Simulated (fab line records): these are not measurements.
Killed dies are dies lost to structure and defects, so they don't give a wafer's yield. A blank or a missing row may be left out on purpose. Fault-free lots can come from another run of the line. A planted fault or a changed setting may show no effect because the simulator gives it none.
One fault through the eyes of 2 desks ; flow berkeley-cmos170 ; each desk holds nothing but its own numbers, with what lay behind them at the end

## AT THE METROLOGY DESK
What the gauges read for every lot (on any tool): the sampled wafers with a number, averaged. The brackets show how far a lot's mean lies from the usual mean; more than 4 standard deviations puts the lot out of limits, marked OUT.
Columns: A = M1_AL_RS at UCB170_M1_RS_MEAS_01, usual 0.0488 ohm/sq; B = M1_AL_THK at UCB170_M1_THK_MEAS_02, usual 595 nm; C = cd-nm at UCB170_V1_CD_MEAS_90, usual 700.0 nm
lot;first seen here;A;B;C
L684;day 7 22:53;0.0482;603;699.0
L685;day 8 11:43;0.0480;602;699.3
L686;day 8 12:57;0.0489;595;699.4
L688;day 9 01:59;0.0482;598;702.0
L689;day 9 04:37;0.0492;589;698.7
L687;day 9 04:52;0.0489;597;699.2
L690;day 9 15:28;0.0491;588;697.1
L694;day 9 16:02;0.0485;599;698.8
L692;day 9 18:21;0.0496;583;699.9
L697;day 10 21:56;0.0488;595;702.0
L698;day 10 22:06;0.0489;595;700.6
L699;day 11 12:03;0.0493;593;703.9
L706;day 12 16:28;0.0473;609;700.6
L705;day 12 16:43;0.0481;599;702.7
This desk's finding: nothing out of limits on any of the 14 lots.

## DESK OF THE TOOL OWNER: rie-diel-02
The tool's own readings at UCB170_V1_ETCH_14 (etches SiO2 in CHF3/CF4/Ar, stops on Al, target depth 1250 nm, time 291 s): means of the sampled wafers that have a number, for each lot that ran on this tool. The brackets show how far a lot's mean lies from the usual mean; more than 4 standard deviations puts the lot out of limits, marked OUT.
Columns: A = cf4-flow-sccm at UCB170_V1_ETCH_14, usual 15.00 sccm; B = drypump-motor-current-A at UCB170_V1_ETCH_14, usual 5.90 A; C = oes-product-au at UCB170_V1_ETCH_14, usual 0.870 a.u.; D = rf-fwd-power-W at UCB170_V1_ETCH_14, usual 698.2 W; E = throttle-valve-pct at UCB170_V1_ETCH_14, usual 6.96 %
lot;first seen here;A;B;C;D;E
L686;day 8 18:45;15.03;5.82;0.872;696.2;6.86
L688;day 9 07:22;14.96;5.81;0.874;697.9;6.81
L690;day 9 23:10;14.98;5.84;0.880;699.2;6.94
L697;day 11 05:07;14.98;5.89;0.874;791.0 (+49) OUT;6.95
L699;day 11 19:16;15.02;5.87;0.869;790.8 (+49) OUT;6.86
This desk's finding: out of limits on L697, L699; first on L697, day 11 05:07 (rf-fwd-power-W at UCB170_V1_ETCH_14). L686, L688, L690: within limits.

## PUT TOGETHER
At day 11 05:07, on L697, L699, the tool owner's desk was in a position to raise an alarm.
From the metrology desk's view, nothing was out of limits.
The metrology desk holds a record of L697, L699, inside its limits.
The lots listed all ran UCB170_V1_ETCH_14 on rie-diel-02.

## WHAT HAD BEEN PUT IN BY THE SIMULATOR
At UCB170_V1_ETCH_14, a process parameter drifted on rie-diel-02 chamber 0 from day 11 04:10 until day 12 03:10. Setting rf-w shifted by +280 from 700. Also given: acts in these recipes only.
Lots struck among those shown: L697, L699.
Hours from the fault's start to each desk's first reading out of limits: the tool owner's desk, 1.
